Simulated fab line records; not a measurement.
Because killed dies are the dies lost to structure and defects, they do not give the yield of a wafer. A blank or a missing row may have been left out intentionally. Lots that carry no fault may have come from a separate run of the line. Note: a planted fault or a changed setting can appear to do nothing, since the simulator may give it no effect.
Which tool did it? | flow berkeleyCmos170 | Sampling: 15 lots, 45 wafers, 3 of 331 route steps

== WHAT EACH GAUGE READ, for each wafer ==
UCB170_NWELL_TW_MEAS_16. Usual: for NWELL_TW the level is 1251 and the standard deviation is 9.3.
lot  | measured    | on           | NWELL_TW       | flag
L440 | day 2 10:40 | filmMetro-01 | 1258 1251 1255 | 
L441 | day 2 17:01 | filmMetro-03 | 1239 1231 1234 | 
L442 | day 2 23:26 | filmMetro-01 | 1256 1256 1264 | 
L444 | day 3 05:36 | filmMetro-02 | 1257 1247 1252 | 
L445 | day 3 13:28 | filmMetro-02 | 1253 1247 1247 | 
L446 | day 3 16:40 | filmMetro-03 | 1231 1252 1244 | 
L447 | day 4 04:46 | filmMetro-02 | 1250 1246 1244 | 
L448 | day 4 05:02 | filmMetro-03 | 1234 1241 1231 | 
L450 | day 4 18:37 | filmMetro-01 | 1253 1252 1253 | 
L452 | day 5 04:01 | filmMetro-02 | 1243 1244 1232 | 
L453 | day 5 12:40 | filmMetro-01 | 1267 1258 1264 | 
L454 | day 5 17:02 | filmMetro-01 | 1262 1259 1263 | 
L460 | day 6 18:24 | filmMetro-01 | 1266 1266 1269 | 
L461 | day 7 03:18 | filmMetro-02 | 1252 1255 1257 | 
L462 | day 7 03:44 | filmMetro-02 | 1256 1254 1256 | 

UCB170_PWELL_THK_MEAS_03. Usual: for PWELL_OXIDE_THK the level is 26.2 nm and the standard deviation is 0.55.
lot  | measured    | on           | PWELL_OXIDE_THK (nm) | flag
L440 | day 2 19:06 | filmMetro-04 | 26.4 26.3 26.7       | 
L441 | day 3 02:08 | filmMetro-03 | 26.0 26.4 26.0       | 
L442 | day 3 09:52 | filmMetro-03 | 25.2 25.8 25.1       | 
L444 | day 3 13:58 | filmMetro-01 | 24.9 24.9 24.5       | 
L445 | day 4 02:34 | filmMetro-04 | 26.0 25.8 25.4       | 
L446 | day 4 02:35 | filmMetro-03 | 25.2 25.9 25.9       | 
L447 | day 4 13:58 | filmMetro-03 | 26.5 27.0 26.4       | 
L448 | day 4 13:58 | filmMetro-01 | 27.1 26.9 26.9       | 
L450 | day 5 07:13 | filmMetro-01 | 26.0 26.6 26.5       | 
L452 | day 5 13:44 | filmMetro-04 | 25.9 26.1 26.4       | 
L453 | day 5 20:19 | filmMetro-04 | 26.4 26.5 26.3       | 
L454 | day 6 02:54 | filmMetro-04 | 26.3 26.2 26.7       | 
L460 | day 7 07:18 | filmMetro-01 | 26.0 26.3 26.7       | 
L461 | day 7 11:34 | filmMetro-03 | 26.3 26.1 26.3       | 
L462 | day 7 11:34 | filmMetro-04 | 26.5 26.6 26.5       | 

== TOOL THAT RAN EACH LOT (tool first, then ch and the chambers of the sampled wafers, then the start) ==
lot  | UCB170_ZERO_STRIP_07
L440 | plasmaAsher-04 ch 0,1, day 2 00:02
L441 | plasmaAsher-04 ch 0,1, day 2 06:54
L442 | plasmaAsher-01 ch 1, day 2 10:37
L444 | plasmaAsher-04 ch 0,1, day 2 19:08
L445 | plasmaAsher-04 ch 0,1, day 3 00:51
L446 | plasmaAsher-04 ch 0,1, day 3 04:46
L447 | plasmaAsher-01 ch 0,1, day 3 12:01
L448 | plasmaAsher-01 ch 0,1, day 3 15:10
L450 | plasmaAsher-03 ch 0,1, day 4 06:15
L452 | plasmaAsher-04 ch 0,1, day 4 15:31
L453 | plasmaAsher-01 ch 0,1, day 4 20:32
L454 | plasmaAsher-03 ch 0,1, day 5 01:31
L460 | plasmaAsher-04 ch 0,1, day 6 02:55
L461 | plasmaAsher-04 ch 0,1, day 6 12:53
L462 | plasmaAsher-04 ch 0,1, day 6 16:59
- UCB170_ZERO_STRIP_07: strips in O2.

== AS READ BY THE TOOLS THEMSELVES (means over the sampled wafers that have a number; for cases with no such wafer, the mark the record gives instead) ==
UCB170_ZERO_STRIP_07. Usual: drypumpMotorCurrentA 5.7 A, standard deviation 0.4; oesProductAu 0.727 a.u., standard deviation 0.0048; stripTimeToEndpointS 21.72 s, standard deviation 0.073.
lot  | tool           | drypumpMotorCurrentA (A) | oesProductAu (a.u.) | stripTimeToEndpointS (s) | flag
L440 | plasmaAsher-04 | 5.4                      | 0.729               | 21.73                    | 
L441 | plasmaAsher-04 | 5.3                      | 0.729               | 21.79                    | 
L442 | plasmaAsher-01 | 5.8                      | 0.725               | 21.75                    | 
L444 | plasmaAsher-04 | 5.4                      | 0.725               | 21.65                    | 
L445 | plasmaAsher-04 | 5.3                      | 0.725               | 21.64                    | 
L446 | plasmaAsher-04 | 5.3                      | 0.728               | 21.74                    | 
L447 | plasmaAsher-01 | 6.0                      | 0.725               | 21.86                    | 
L448 | plasmaAsher-01 | 6.1                      | 0.727               | 21.82                    | 
L450 | plasmaAsher-03 | 6.2                      | 0.727               | 21.68                    | 
L452 | plasmaAsher-04 | 5.4                      | 0.728               | 21.57                    | 
L453 | plasmaAsher-01 | 6.1                      | 0.729               | 21.64                    | 
L454 | plasmaAsher-03 | 6.1                      | 0.731               | 21.71                    | 
L460 | plasmaAsher-04 | 5.4                      | 0.728               | 21.75                    | 
L461 | plasmaAsher-04 | 5.3                      | 0.730               | 21.79                    | 
L462 | plasmaAsher-04 | 5.4                      | 0.726               | 21.63                    | 

== THE ANSWER, worked out from the rows above alone ==
Rule: a lot counts as off when the mean over its wafers that have a number is more than 3 standard deviations away from the usual mean. A lot without any number at a reading at which 4 lots or more have one is off too. Where the step has rows for the other lots, those lots are counted as sound. Order of review: gauges by route order, followed by the tools' own readings, for which a lot's mean as printed above is used. At the first step where some lot is off, the reading lying furthest off is the one used; lots without a number count as furthest.
Nothing can be told from this: no lot is off at any reading shown.

== WHAT THE SIMULATOR HAD INSERTED ==
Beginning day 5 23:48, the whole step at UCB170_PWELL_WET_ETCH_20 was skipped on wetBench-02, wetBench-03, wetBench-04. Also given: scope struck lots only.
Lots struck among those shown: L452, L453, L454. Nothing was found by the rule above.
